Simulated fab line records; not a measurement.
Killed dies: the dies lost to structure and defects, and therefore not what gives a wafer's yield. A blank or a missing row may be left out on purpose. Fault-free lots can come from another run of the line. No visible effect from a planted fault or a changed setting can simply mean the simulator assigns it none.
What tool caused it?	flow ritCmos	15 lots with 45 wafers sampled at 2 steps, on a route of 202 steps

## WHAT THE GAUGES READ, wafer by wafer
The record lacks any reading of a measuring or inspecting step that a usual standard deviation could be used to judge.

## WHICH TOOL RAN EACH LOT (tool, then ch and the chambers of the sampled wafers, then the start)
lot	RIT_FOX1_WET_ETCH_02	RIT_M1_PROBE_99
L507	wetBench-04 ch 2, day 1 18:08	-
L508	wetBench-02 ch 1, day 1 22:00	-
L509	wetBench-04 ch 1, day 2 03:06	-
L512	wetBench-04 ch 2, day 2 18:00	prober-02, day 4 09:34
L513	wetBench-04 ch 1, day 2 23:30	-
L514	wetBench-02 ch 1, day 3 03:53	-
L515	wetBench-04 ch 1, day 3 10:26	-
L520	wetBench-03 ch 1, day 4 10:23	-
L521	wetBench-02 ch 0, day 4 15:00	-
L523	wetBench-02 ch 3, day 5 00:54	-
L526	wetBench-02 ch 3, day 5 16:00	-
L527	wetBench-02 ch 0, day 5 21:37	-
L528	wetBench-03 ch 1, day 6 01:53	-
L529	wetBench-02 ch 2, day 6 06:53	-
L530	wetBench-02 ch 3, day 6 12:14	-
- RIT_FOX1_WET_ETCH_02: etches SiO2 in BOE, target depth 350 nm, time 390 s.
- RIT_M1_PROBE_99

## AS READ BY THE TOOLS THEMSELVES (means over the sampled wafers that have a number; for cases with no such wafer, the mark the record gives instead)
RIT_FOX1_WET_ETCH_02. Usual: runLengthS 417.3 s, standard deviation 2.9.
lot	tool	runLengthS (s)	flag
L507	wetBench-04	415.0	
L508	wetBench-02	422.8	
L509	wetBench-04	417.9	
L512	wetBench-04	390.5	OFF
L513	wetBench-04	392.7	OFF
L514	wetBench-02	416.3	
L515	wetBench-04	391.3	OFF
L520	wetBench-03	415.1	
L521	wetBench-02	416.6	
L523	wetBench-02	424.2	
L526	wetBench-02	416.7	
L527	wetBench-02	416.4	
L528	wetBench-03	415.3	
L529	wetBench-02	415.5	
L530	wetBench-02	416.6	

RIT_M1_PROBE_99. Usual: killedAtContacts 0.1, standard deviation 0.26; killedAtFrontEnd 7.5, standard deviation 2.8; killedDies 7.6, standard deviation 2.8; killedOpen 3.9, standard deviation 2.1; killedShort 3.7, standard deviation 1.7.
lot	tool	killedAtContacts	killedAtFrontEnd	killedDies	killedOpen	killedShort	flag
L512	prober-02	0.0	8.3	8.3	5.3	3.0	

## THE ANSWER, worked out from the rows above alone
Rule: a lot is off if the mean of its wafers that have a number lies more than 3 standard deviations from the usual mean. Also off: a lot with no number at a reading for which 4 or more lots have one. The other lots that the step has rows for count as sound. Order of review: gauges by route order, followed by the tools' own readings, for which a lot's mean as printed above is used. At the first step where some lot is off, the reading lying furthest off is the one used; lots without a number count as furthest.
Off: L512, L513, L515 (RIT_FOX1_WET_ETCH_02, runLengthS).
A tool fits if, at that step or a process step before it, it ran every lot that is off, and no sound lot after the first of them. One fits: wetBench-04 at RIT_FOX1_WET_ETCH_02. A fault onset in the window from L509 (day 2 03:06, its last sound lot) to L512 (day 2 18:00, its first lot off) fits.
The tool's own readings at RIT_FOX1_WET_ETCH_02 bear it out: on the lots that are off they differ by more than 5 times the standard deviation of the sound lots' means. runLengthS reads 391.5 s there against 417.4 s on the sound lots.

## WHAT THE SIMULATOR HAD PUT IN
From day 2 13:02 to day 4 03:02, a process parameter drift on wetBench-04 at RIT_FOX1_WET_ETCH_02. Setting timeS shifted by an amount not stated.
Struck lots among those shown: L512, L513, L515. The same result came from the rule above.
